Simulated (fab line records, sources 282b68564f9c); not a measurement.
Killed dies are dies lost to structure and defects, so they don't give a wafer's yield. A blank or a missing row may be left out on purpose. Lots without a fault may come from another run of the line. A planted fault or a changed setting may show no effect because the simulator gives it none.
Which tool did it? | flow rit_cmos | 13 lots, 39 wafers sampled, at 3 steps of a route of 202

WHAT THE GAUGES READ, wafer by wafer
RIT_M1_RS_MEAS_01: measures by four-point-probe.
lot  | measured    | on            | M1_AL_RS (ohm/sq)
L688 | day 3 12:28 | film_metro-04 | 0.0727 0.0717 0.0727
L690 | day 3 20:17 | film_metro-04 | 0.0731 0.0730 0.0729
L691 | day 4 02:27 | film_metro-04 | 0.0741 0.0740 0.0737
L692 | day 4 06:38 | film_metro-02 | 0.0729 0.0726 0.0731
L693 | day 4 11:28 | film_metro-03 | 0.0739 0.0739 0.0742
L694 | day 4 15:55 | film_metro-03 | 0.0729 0.0730 0.0728
L695 | day 4 20:43 | film_metro-04 | 0.0735 0.0736 0.0735
L698 | day 5 13:05 | film_metro-02 | 0.0814 0.0807 0.0798
L702 | day 6 10:55 | film_metro-04 | 0.0736 0.0736 0.0734
L703 | day 6 13:42 | film_metro-03 | 0.0736 0.0738 0.0737
L705 | day 7 00:23 | film_metro-02 | 0.0726 0.0733 0.0731
L707 | day 7 09:56 | film_metro-03 | 0.0739 0.0742 0.0731
L709 | day 7 19:20 | film_metro-04 | 0.0734 0.0742 0.0734

RIT_M1_THK_MEAS_02: measures by xrf.
lot  | measured    | on            | M1_AL_THK (nm)
L688 | day 3 12:34 | film_metro-04 | 399 406 401
L690 | day 3 20:25 | film_metro-04 | 400 401 399
L691 | day 4 02:34 | film_metro-04 | 394 395 395
L692 | day 4 06:45 | film_metro-02 | 397 396 395
L693 | day 4 11:35 | film_metro-03 | 395 395 391
L694 | day 4 16:02 | film_metro-03 | 399 400 402
L695 | day 4 20:50 | film_metro-04 | 397 396 397
L698 | day 5 13:13 | film_metro-02 | 356 357 363
L702 | day 6 11:02 | film_metro-04 | 398 397 399
L703 | day 6 13:49 | film_metro-03 | 396 392 394
L705 | day 7 00:29 | film_metro-02 | 393 389 392
L707 | day 7 10:01 | film_metro-03 | 395 395 397
L709 | day 7 19:27 | film_metro-04 | 393 392 395

WHICH TOOL RAN EACH LOT (tool, then ch and the chambers of the sampled wafers, then the start)
lot  | RIT_M1_SPUTTER_00
L688 | pvd_sputter-03, day 3 12:09
L690 | pvd_sputter-04, day 3 20:00
L691 | pvd_sputter-01, day 4 02:08
L692 | pvd_sputter-04, day 4 06:20
L693 | pvd_sputter-01, day 4 11:10
L694 | pvd_sputter-04, day 4 15:38
L695 | pvd_sputter-01, day 4 20:25
L698 | pvd_sputter-04, day 5 12:47
L702 | pvd_sputter-03, day 6 10:38
L703 | pvd_sputter-01, day 6 13:24
L705 | pvd_sputter-01, day 7 00:04
L707 | pvd_sputter-01, day 7 09:34
L709 | pvd_sputter-01, day 7 19:01
- RIT_M1_SPUTTER_00: material Al, target thk 400 nm, time 500 s.

WHAT THE TOOLS THEMSELVES READ (means of the sampled wafers that have a number; where no wafer has one, the mark that the record gives instead)
RIT_M1_SPUTTER_00.
lot  | tool           | cathode_dc_power_W (W) | throttle_valve_pct (%)
L688 | pvd_sputter-03 | 1999.8                 | 30.2
L690 | pvd_sputter-04 | 2000.0                 | 29.4
L691 | pvd_sputter-01 | 2000.1                 | 30.5
L692 | pvd_sputter-04 | 2000.2                 | 29.3
L693 | pvd_sputter-01 | 2000.0                 | 30.4
L694 | pvd_sputter-04 | 2000.1                 | 30.0
L695 | pvd_sputter-01 | 2000.0                 | 30.5
L698 | pvd_sputter-04 | 2000.3                 | 29.3
L702 | pvd_sputter-03 | 2000.3                 | 30.4
L703 | pvd_sputter-01 | 1999.9                 | 30.2
L705 | pvd_sputter-01 | 2000.1                 | 30.5
L707 | pvd_sputter-01 | 2000.0                 | 30.4
L709 | pvd_sputter-01 | 2000.1                 | 30.9

THE ANSWER, worked out from the rows above alone
Rule: what is usual is taken from the lots themselves. Put in order of their means at a reading, lots are off if they are a third of the lots or fewer, leave a main group of 4 or more, and stand apart from it by a gap of 3 or more times the standard deviation of the main group's means; of several such gaps the widest counts. A main group whose means are all the same, to the digits that the tables above print for the reading, isn't used. A lot without any number at a reading at which 4 lots or more have one is off too. The other lots that the step has rows for count as sound. The gauges are gone through in route order, then the tools' own readings, and for those a lot's mean is taken as printed above. The first step at which some lot is off is used, and at that step the reading that is off furthest; a lot without a number counts as furthest.
Off: L698, at RIT_M1_RS_MEAS_01 (M1_AL_RS). The main group: mean 0.0734 ohm/sq, standard deviation 0.00049.
A tool fits if, at a process step before that reading, it ran every lot that is off, and no sound lot after the first of them. The gauges at RIT_M1_RS_MEAS_01 are tried like those tools. One fits: pvd_sputter-04 at RIT_M1_SPUTTER_00. Its last sound lot is L694 (day 4 15:38), its first lot that is off L698 (day 5 12:47): a fault that began between those two fits.

WHAT THE SIMULATOR HAD PUT IN
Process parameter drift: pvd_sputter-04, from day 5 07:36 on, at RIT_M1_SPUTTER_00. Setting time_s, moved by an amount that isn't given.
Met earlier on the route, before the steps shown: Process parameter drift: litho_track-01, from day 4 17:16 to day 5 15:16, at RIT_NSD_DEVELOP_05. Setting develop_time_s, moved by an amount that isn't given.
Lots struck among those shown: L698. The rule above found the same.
